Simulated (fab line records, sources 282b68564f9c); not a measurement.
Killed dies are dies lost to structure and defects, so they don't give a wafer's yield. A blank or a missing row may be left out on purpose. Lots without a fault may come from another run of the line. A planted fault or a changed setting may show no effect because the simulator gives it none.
Split-lot experiment | flow rit_cmos | 5 lots, 23 wafers read, on a route of 202 steps

THE SPLIT
At RIT_SILICIDE_SPUTTER_01 (material Ti, target thk 30 nm, time 240 s), the setting time_s was moved away from the recipe's 240 s on 6 of the 23 wafers read, by -12.2% to -9.8%. The other wafers ran this setting at the recipe's value.

FROM THE SPLIT TO THE READING: what the file shows between them, 1 step
- RIT_SILICIDE_RS_MEAS_02: measures by four-point-probe

THE READING
SILICIDE_TI_THK, in nm, at RIT_SILICIDE_THK_MEAS_03 (measures by xrf). Fault-free wafers of this fab line usually give 30.2 nm, standard deviation 0.35 nm.

wafer  | tool, chamber at the split | time_s as run, s | against the recipe | SILICIDE_TI_THK, nm | against lot-mates on the recipe
L077.1 | pvd_sputter-02, -          | 240              | recipe             | 29.7                | -
L077.2 | pvd_sputter-02, -          | 240              | recipe             | 30.0                | -
L077.3 | pvd_sputter-02, -          | 240              | recipe             | 29.6                | -
L077.5 | pvd_sputter-02, -          | 240              | recipe             | 29.6                | -
L077.6 | pvd_sputter-02, -          | 240              | recipe             | 29.7                | -
L079.1 | pvd_sputter-02, -          | 240              | recipe             | 30.2                | -
L079.2 | pvd_sputter-02, -          | 240              | recipe             | 30.2                | -
L079.3 | pvd_sputter-02, -          | 240              | recipe             | 30.1                | -
L079.4 | pvd_sputter-02, -          | 240              | recipe             | 30.6                | -
L079.5 | pvd_sputter-02, -          | 240              | recipe             | 30.0                | -
L080.1 | pvd_sputter-01, -          | 210.8            | -12.2%             | 26.3                | -3.6
L080.2 | pvd_sputter-01, -          | 210.8            | -12.2%             | 26.1                | -3.8
L080.3 | pvd_sputter-01, -          | 240              | recipe             | 30.0                | -
L080.5 | pvd_sputter-01, -          | 210.8            | -12.2%             | 26.4                | -3.5
L080.6 | pvd_sputter-01, -          | 240              | recipe             | 29.8                | -
L081.1 | pvd_sputter-02, -          | 216.6            | -9.8%              | 27.4                | -3.2
L081.2 | pvd_sputter-02, -          | 216.6            | -9.8%              | 27.4                | -3.2
L081.3 | pvd_sputter-02, -          | 240              | recipe             | 30.3                | -
L081.5 | pvd_sputter-02, -          | 216.6            | -9.8%              | 27.1                | -3.5
L081.6 | pvd_sputter-02, -          | 240              | recipe             | 30.9                | -
L082.1 | pvd_sputter-01, -          | 240              | recipe             | 30.0                | -
L082.4 | pvd_sputter-01, -          | 240              | recipe             | 30.7                | -
L082.5 | pvd_sputter-01, -          | 240              | recipe             | 30.7                | -

THE FIT
A straight line over all 23 wafers: SILICIDE_TI_THK changes by +0.307 nm for each +1% of time_s; r = +0.97; the points scatter about the line by 0.37 nm.
The same after taking each lot's own level away (the mean of its wafers on the recipe; 23 wafers): +0.313 nm for each +1%; r = +0.99; scatter 0.24 nm.
On that fit, the largest move of time_s shifts the reading by 3.8 nm.
The lots' own levels span 29.72 to 30.60 nm, that is 2.5 times the standard deviation above.
So the lot-to-lot level changes the slope little: the two slopes agree.
Check: with one of the wafers moved furthest among these (-12.2%) left out of the fit, the line predicts -3.88 nm for it against its lot-mates. It came out at -3.6 nm against them.

OTHER SPLITS ON THESE WAFERS
These wafers also went through other splits before the reading. Each is held against what the fit with the lots' levels taken away leaves over:
other split on the same wafers | wafers away from the commonest value | r with SILICIDE_TI_THK (lot level and that fit taken away)
RIT_NSD_SOFTBAKE_02 temp_c     | 7                                    | +0.15
RIT_PSD_SOFTBAKE_02 temp_c     | 8                                    | -0.10
RIT_SDANNEAL_CLEAN_01 time_s   | 15                                   | +0.21

THE WHOLE CHAIN: every reading that the file lists as answering this split, in the file's order
step                     | what it does                              | reading                                                                           | change (the file's fit)               | r (the file's)
RIT_SILICIDE_SPUTTER_01  | material Ti, target thk 30 nm, time 240 s | Ti_of_SILICIDE_SPUTTER_01.thk_nm (the simulator's own value, which no gauge read) | +0.318 nm for each +1% of the setting | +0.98
RIT_SILICIDE_RS_MEAS_02  | measures by four-point-probe              | SILICIDE_TI_RS                                                                    | -0.719 for each +1% of the setting    | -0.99
RIT_SILICIDE_THK_MEAS_03 | measures by xrf                           | SILICIDE_TI_THK                                                                   | +0.315 for each +1% of the setting    | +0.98

THE FILE'S OWN FIT
SILICIDE_TI_THK changes by +0.315 nm for each +1% of time_s, r = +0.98.
